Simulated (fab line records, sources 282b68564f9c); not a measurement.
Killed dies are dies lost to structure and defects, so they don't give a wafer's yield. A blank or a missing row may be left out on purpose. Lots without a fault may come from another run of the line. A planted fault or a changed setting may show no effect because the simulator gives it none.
Problem report in the 8D (eight disciplines) form, filled by code | flow rit_cmos | the parts of the form that need people (team, actions taken, sign-off) are left out

1. THE PROBLEM
o2_flow_sccm at RIT_GATE_STRIP_20 reads a mean of 5999 sccm on 4 wafers of 2 lots; wafers without a fault read 4000 sccm with a standard deviation of 11. That is +99 or more standard deviations from the usual mean.
The step: strips in O2, time 180 s.
First seen on wafer L774.4, day 6 13:28, on plasma_asher-01. The record holds 42 wafers of 14 lots with a number at this step. Rule for "out", or "out of limits": more than 4 standard deviations from the usual mean. The other wafers with a number count as sound.

2. WHAT IT IS AND WHAT IT IS NOT
question                    | is                             | is not
which readings at this step | o2_flow_sccm                   | drypump_motor_current_A
which lots                  | L774, L775                     | L755, L756, L757, L758, L759, L760, L761, L762, L763, L764, L766, L777
which wafers of those lots  | L774.4, L774.6, L775.2, L775.4 | L774.3, L775.1
read on which tools         | plasma_asher-01                | plasma_asher-02, plasma_asher-03
when                        | from day 6 13:28               | up to then (34 sound wafers); but 4 sound wafers of L775, L777 came after

3. SUSPECTS, AND WHAT RULES EACH OUT
Counting: a tool at a process step up to the reading stays a suspect if it ran every lot that is out. Sound lots after the first of them don't rule it out here, since some wafers of a struck lot are sound.
- plasma_asher-01 at RIT_GATE_STRIP_20 (strips in O2, time 180 s): kept. It ran every lot that is out, first L774 (day 6 13:28); its last sound lot up to then is L763 (day 4 08:44). Its own readings are out on those wafers: o2_flow_sccm.
- Within plasma_asher-01 at RIT_GATE_STRIP_20: the wafers that are out ran in chamber 0; their sound lot-mates ran in chamber 1.
Left after counting: plasma_asher-01 at RIT_GATE_STRIP_20.

4. THE CAUSE (what the simulator had put in)
Process parameter drift: plasma_asher-01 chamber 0, from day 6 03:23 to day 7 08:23, at RIT_GATE_STRIP_20. Setting o2_flow_sccm, moved by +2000, from 4000. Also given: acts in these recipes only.
Counting left only this tool.

5. THE CHAIN OF EFFECTS, in route order
Each row: a reading whose mean over the struck wafers that have a number lies more than 3 standard deviations from the usual. Only readings for which the record gives a usual standard deviation are gone through. hours: the time from each lot's start at the first step in this table that gives one to its start at this step, as a median over the lots. sigmas: the change in usual standard deviations.
hours | step              | reading      | usual     | on struck wafers | change | sigmas
0     | RIT_GATE_STRIP_20 | o2_flow_sccm | 4000 sccm | 5999             | +1999  | +99 or more
The process steps in it:
- RIT_GATE_STRIP_20: strips in O2, time 180 s.

6. WHAT WOULD HAVE CAUGHT IT SOONER
In this record the first reading out of limits was taken at day 6 13:28, 10 hours after the fault began at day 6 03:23.
